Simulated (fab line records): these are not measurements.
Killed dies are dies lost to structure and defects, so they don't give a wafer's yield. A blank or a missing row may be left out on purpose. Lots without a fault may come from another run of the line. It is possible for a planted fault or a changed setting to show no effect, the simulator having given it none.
A struck lot beside a sound one	flow ritCmos	10 out of 202 route steps
Sound: wafers L801.3, L801.5, L801.6. The struck wafers were L797.2, L797.4, L797.5. The cause is given at the end.
At each step with rows: each side's tool, then ch and its chambers, then its first start. Under that, the readings that differ: sound wafers	struck wafers	difference of the means	sigmas: that difference in standard deviations of wafers without a fault.
alike: same words and numbers on both sides, and readings whose means sit less than 2 such deviations apart. not compared: any withheld reading, any reading some wafer has no value for, any bound like >300 that may hide the same value, and any number with overlapping values for which the record gives no deviation.
The two part at a step that has a row with sigmas, a row that says differs or no value, or rows on one side only. Non-overlapping numbers with no deviation appear without sigmas and do not part them. A reading that every wafer of one side lacks parts them only if that side has two wafers or more.

RIT_ACTIVE_BOW_MEAS_00:
  sound on filmMetro-02, day 4 18:02; struck on filmMetro-04, day 3 22:01
  alike: INCOMING_BOW
then, 1 step without rows for these wafers: RIT_ACTIVE_OXIDATION_01 (target thk 46.8 nm, ox time 3360 s).
RIT_ACTIVE_THK_MEAS_02:
  sound on filmMetro-02, day 5 00:17; struck on filmMetro-04, day 4 03:47
reading	sound	struck	difference	sigmas
ACTIVE_OXIDE_THK (nm)	47.0 47.4 47.1	45.1 46.4 44.8	-1.7	-2
then, 1 step without rows for these wafers: RIT_ACTIVE_CVD_03 (deposits Si3N4 from SiH2Cl2/NH3, target thk 150 nm, time 1500 s).
RIT_ACTIVE_THK_MEAS_04:
  sound on filmMetro-02, day 5 01:46; struck on filmMetro-01, day 4 05:16
  alike: ACTIVE_NITRIDE_THK
then, 3 steps without rows for these wafers: RIT_ACTIVE_HMDS_05 (prime time 60 s); RIT_ACTIVE_COAT_06 (resist thk 1000 nm); RIT_ACTIVE_SOFTBAKE_07 (time 60 s).
RIT_ACTIVE_EXPOSE_08: exposes mask M1, target cd 1400 nm.
  struck on ilineStepper-01, day 4 05:47; sound on ilineStepper-02 ch 0, day 5 02:25
  no value came back on the struck wafers for exposureDoseMJCm2, focusOffsetNm (nm); on the sound wafers exposureDoseMJCm2 reads 223.54 222.83 223.54
  alike: mask
following that, these wafers have no rows for 1 step: RIT_ACTIVE_PEB_09.

## WHERE THEY PART
At RIT_ACTIVE_THK_MEAS_02 first; at RIT_ACTIVE_EXPOSE_08 last (within this record only).

WHY: what had been put in by the simulator
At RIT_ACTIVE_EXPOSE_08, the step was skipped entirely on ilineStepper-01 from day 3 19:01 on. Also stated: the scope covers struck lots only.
